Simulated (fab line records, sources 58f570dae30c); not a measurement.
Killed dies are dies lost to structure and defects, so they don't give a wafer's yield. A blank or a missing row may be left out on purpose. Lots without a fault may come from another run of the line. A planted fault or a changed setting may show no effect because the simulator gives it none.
Problem report in the 8D (eight disciplines) form, filled by code | flow berkeley_cmos170 | the parts of the form that need people (team, actions taken, sign-off) are left out

1. THE PROBLEM
M2_OVL at UCB170_M2_OVL_MEAS_16 reads a mean of 123 nm on 6 wafers of 2 lots; wafers without a fault read -2 nm with a standard deviation of 4.7. That is +27 standard deviations from the usual mean.
First seen on wafer L927.3, day 11 03:02, on overlay-01. The record holds 42 wafers of 14 lots with a number at this step. Rule for "out", or "out of limits": more than 4 standard deviations from the usual mean. The other wafers with a number count as sound.

2. WHAT IT IS AND WHAT IT IS NOT
question                    | is                     | is not
which readings at this step | M2_OVL                 | -
which lots                  | L927, L929             | L911, L912, L914, L916, L919, L920, L921, L922, L925, L926, L930, L933
which wafers of those lots  | all that have a number | -
read on which gauges        | overlay-01             | overlay-02
when                        | from day 11 03:02      | up to then (30 sound wafers); but 6 sound wafers of L930, L933 came after

3. SUSPECTS, AND WHAT RULES EACH OUT
Counting: a tool at a process step up to the reading stays a suspect if it ran every lot that is out and no sound lot after the first of them.
- the gauge at UCB170_M2_OVL_MEAS_16: kept. All the wafers that are out were read on overlay-01, and no step on other tools shows them out.
- krf_scanner-01 at UCB170_M2_EXPOSE_12 (exposes mask METAL2, target cd 700 nm): kept. It ran every lot that is out, first L927 (day 11 02:19), and no sound lot after that; its last sound lot up to then is L925 (day 10 21:28).
Left after counting: krf_scanner-01 at UCB170_M2_EXPOSE_12, overlay-01 at UCB170_M2_OVL_MEAS_16.

4. THE CAUSE (what the simulator had put in)
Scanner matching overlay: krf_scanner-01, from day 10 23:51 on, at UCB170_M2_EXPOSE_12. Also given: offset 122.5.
Counting left 2 suspects, and this tool is among them.

5. THE CHAIN OF EFFECTS, in route order
Each row: a reading whose mean over the struck wafers that have a number lies more than 3 standard deviations from the usual. Only readings for which the record gives a usual standard deviation are gone through. hours: the time from each lot's start at the first step in this table that gives one to its start at this step, as a median over the lots. sigmas: the change in usual standard deviations.
hours | step                  | reading | usual | on struck wafers | change | sigmas
0     | UCB170_M2_OVL_MEAS_16 | M2_OVL  | -2 nm | 123              | +125   | +27
Later measuring or inspecting steps at which every struck wafer that the step has a row for has a number for every such reading, and none has moved that far: UCB170_V2_OVL_MEAS_13, UCB170_V2_CD_MEAS_90.

6. WHAT WOULD HAVE CAUGHT IT SOONER
In this record the first reading out of limits at a measuring or inspecting step was taken at day 11 03:02, 3 hours after the fault began at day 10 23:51.
Of the tool readings at UCB170_M2_EXPOSE_12 for which the record gives a usual standard deviation, none was out on any struck wafer, so an alarm limit of 4 standard deviations on them would not have fired.
Of the lots that are out (2), L929 began UCB170_M2_EXPOSE_12 on krf_scanner-01 after day 11 03:02. A hold on the tool at that time would have spared it.
